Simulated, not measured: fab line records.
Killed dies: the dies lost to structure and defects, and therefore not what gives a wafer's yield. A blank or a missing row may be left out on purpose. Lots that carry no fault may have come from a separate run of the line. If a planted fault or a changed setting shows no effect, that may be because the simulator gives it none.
The same fault as seen by 2 desks + flow ritCmos + what lay behind the numbers comes last; until then each desk has only its own

## METROLOGY DESK
What the gauges read for every lot (on any tool): the sampled wafers with a number, averaged. A lot is out of limits, marked OUT, if its mean lies more than 4 standard deviations from the usual mean; the brackets give that distance.
Columns: A = PLDD_RS at RIT_SDANNEAL_RS_MEAS_06, usual 178.5 ohm/sq; B = NLDD_RS at RIT_SDANNEAL_RS_MEAS_07, usual 151.7 ohm/sq
| lot  | first seen here | A                | B     |
|------|-----------------|------------------|-------|
| L716 | day 3 16:22     | 178.3            | 151.7 |
| L717 | day 3 19:53     | 178.4            | 151.6 |
| L718 | day 3 23:44     | 178.5            | 151.0 |
| L719 | day 4 07:35     | 178.8            | 151.4 |
| L720 | day 4 12:19     | 178.5            | 151.8 |
| L722 | day 4 19:23     | 178.7            | 152.1 |
| L723 | day 5 00:22     | 178.5            | 151.7 |
| L724 | day 5 04:51     | 178.3            | 151.1 |
| L725 | day 5 09:29     | 178.6            | 151.8 |
| L726 | day 5 14:34     | 178.8            | 151.6 |
| L729 | day 6 06:17     | 178.3            | 151.4 |
| L730 | day 6 11:46     | 180.3            | 151.7 |
| L731 | day 6 15:08     | 181.4 (+6.1) OUT | 151.5 |
| L737 | day 7 21:44     | 178.6            | 151.4 |
Per this desk, out of limits: L731; the first was L731, day 6 15:08 (PLDD_RS at RIT_SDANNEAL_RS_MEAS_06). In limits: L716, L717, L718, L719, L720, L722, L723, L724, L725, L726, L729, L730, L737.

## AT THE TOOL OWNER'S DESK: implanter-03
The tool's own readings at RIT_PLDD_IMPLANT_08, given as means over the sampled wafers that have a number, one for each lot that went through this tool. A lot is out of limits, marked OUT, if its mean lies more than 4 standard deviations from the usual mean; the brackets give that distance.
Columns: A = beamEnergyKeV at RIT_PLDD_IMPLANT_08, usual 20.000
| lot  | first seen here | A                        |
|------|-----------------|--------------------------|
| L718 | day 3 16:13     | 20.000                   |
| L720 | day 4 05:41     | 20.005                   |
| L723 | day 4 17:28     | 19.998                   |
| L724 | day 4 22:21     | 20.000                   |
| L725 | day 5 02:52     | 19.998                   |
| L730 | day 6 04:16     | 19.302 (-99 or more) OUT |
| L731 | day 6 08:10     | 19.305 (-99 or more) OUT |
This desk finds L730, L731 out of limits, L730 being first, at day 6 04:16 (beamEnergyKeV at RIT_PLDD_IMPLANT_08). In limits: L718, L720, L723, L724, L725.

## TAKEN TOGETHER
At day 6 04:16, on L730, L731, the tool owner's desk was in a position to raise an alarm.
The metrology desk could have raised an alarm at day 6 15:08, on L731.
The metrology desk has L730 on record, within its limits.
Of the lots named, all ran RIT_PLDD_IMPLANT_08 on implanter-03.

## WHAT HAD BEEN PUT IN BY THE SIMULATOR
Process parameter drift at RIT_PLDD_IMPLANT_08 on implanter-03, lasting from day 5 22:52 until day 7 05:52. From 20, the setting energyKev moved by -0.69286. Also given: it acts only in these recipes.
Lots struck among those shown: L730, L731.
Fault start to first reading out of limits, in hours, per desk: tool owner, 5; metrology, 16.
